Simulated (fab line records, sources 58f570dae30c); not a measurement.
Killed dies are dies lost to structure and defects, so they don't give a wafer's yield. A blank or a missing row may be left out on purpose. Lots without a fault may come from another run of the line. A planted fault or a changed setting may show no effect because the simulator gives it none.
Which tool did it? | flow berkeley_cmos170 | 13 lots, 39 wafers sampled, at 2 steps of a route of 331

WHAT THE GAUGES READ, wafer by wafer
UCB170_V2_THK_MEAS_01. Usual: V2_TEOS_THK 2002 nm, standard deviation 27.
lot  | measured     | on            | V2_TEOS_THK (nm) | flag
L151 | day 8 06:23  | film_metro-03 | 1985 2062 2052   |
L153 | day 8 20:57  | film_metro-02 | 2025 2019 2031   |
L154 | day 9 19:58  | film_metro-04 | 1976 2015 2004   |
L156 | day 10 10:35 | film_metro-02 | 1970 1995 2022   |
L159 | day 10 13:55 | film_metro-04 | 1977 1970 1958   |
L158 | day 10 14:25 | film_metro-03 | 2001 2012 2038   |
L160 | day 10 14:33 | film_metro-04 | 2002 2032 2049   |
L163 | day 11 20:35 | film_metro-03 | 1974 1969 2016   |
L164 | day 12 01:59 | film_metro-04 | 1970 1935 2011   |
L166 | day 12 12:14 | film_metro-04 | 1986 1972 1983   |
L169 | day 13 00:14 | film_metro-03 | 1954 1945 1948   |
L170 | day 13 03:42 | film_metro-03 | 1999 2049 2000   |
L171 | day 13 08:13 | film_metro-04 | 809 827 854      | OFF

WHICH TOOL RAN EACH LOT (tool, then ch and the chambers of the sampled wafers, then the start)
lot  | UCB170_V2_CVD_00
L151 | pecvd-04 ch 1,2, day 8 06:13
L153 | pecvd-01 ch 0,2, day 8 20:48
L154 | pecvd-04 ch 0,1, day 9 19:47
L156 | pecvd-02 ch 0,2, day 10 10:26
L159 | pecvd-02 ch 0,1,2, day 10 13:46
L158 | pecvd-04 ch 0,2, day 10 14:15
L160 | pecvd-01 ch 0,2, day 10 14:22
L163 | pecvd-04 ch 0,1,2, day 11 20:26
L164 | pecvd-02 ch 0,2, day 12 01:50
L166 | pecvd-04 ch 1,2, day 12 12:04
L169 | pecvd-02 ch 1,2, day 13 00:05
L170 | pecvd-02 ch 0,1, day 13 03:32
L171 | pecvd-02 ch 0,1,2, day 13 08:03
- UCB170_V2_CVD_00: deposits SiO2 from TEOS/O2, target thk 2000 nm, time 250 s.

WHAT THE TOOLS THEMSELVES READ (means of the sampled wafers that have a number; where no wafer has one, the mark that the record gives instead)
UCB170_V2_CVD_00. Usual: heater_power_w 233 W, standard deviation 49.
lot  | tool     | heater_power_w (W) | flag
L151 | pecvd-04 | 200                |
L153 | pecvd-01 | 243                |
L154 | pecvd-04 | 264                |
L156 | pecvd-02 | 222                |
L159 | pecvd-02 | 259                |
L158 | pecvd-04 | 237                |
L160 | pecvd-01 | 254                |
L163 | pecvd-04 | 231                |
L164 | pecvd-02 | 232                |
L166 | pecvd-04 | 202                |
L169 | pecvd-02 | 251                |
L170 | pecvd-02 | 202                |
L171 | pecvd-02 | 270                |

THE ANSWER, worked out from the rows above alone
Rule: a lot is off if the mean of its wafers that have a number lies more than 3 standard deviations from the usual mean. A lot without any number at a reading at which 4 lots or more have one is off too. The other lots that the step has rows for count as sound. The gauges are gone through in route order, then the tools' own readings, and for those a lot's mean is taken as printed above. The first step at which some lot is off is used, and at that step the reading that is off furthest; a lot without a number counts as furthest.
Off: L171, at UCB170_V2_THK_MEAS_01 (V2_TEOS_THK).
A tool fits if, at a process step before that reading, it ran every lot that is off, and no sound lot after the first of them. The gauges at UCB170_V2_THK_MEAS_01 are tried like those tools. Can't be told from this: 2 tools fit, pecvd-02 at UCB170_V2_CVD_00, film_metro-04 at UCB170_V2_THK_MEAS_01.

WHAT THE SIMULATOR HAD PUT IN
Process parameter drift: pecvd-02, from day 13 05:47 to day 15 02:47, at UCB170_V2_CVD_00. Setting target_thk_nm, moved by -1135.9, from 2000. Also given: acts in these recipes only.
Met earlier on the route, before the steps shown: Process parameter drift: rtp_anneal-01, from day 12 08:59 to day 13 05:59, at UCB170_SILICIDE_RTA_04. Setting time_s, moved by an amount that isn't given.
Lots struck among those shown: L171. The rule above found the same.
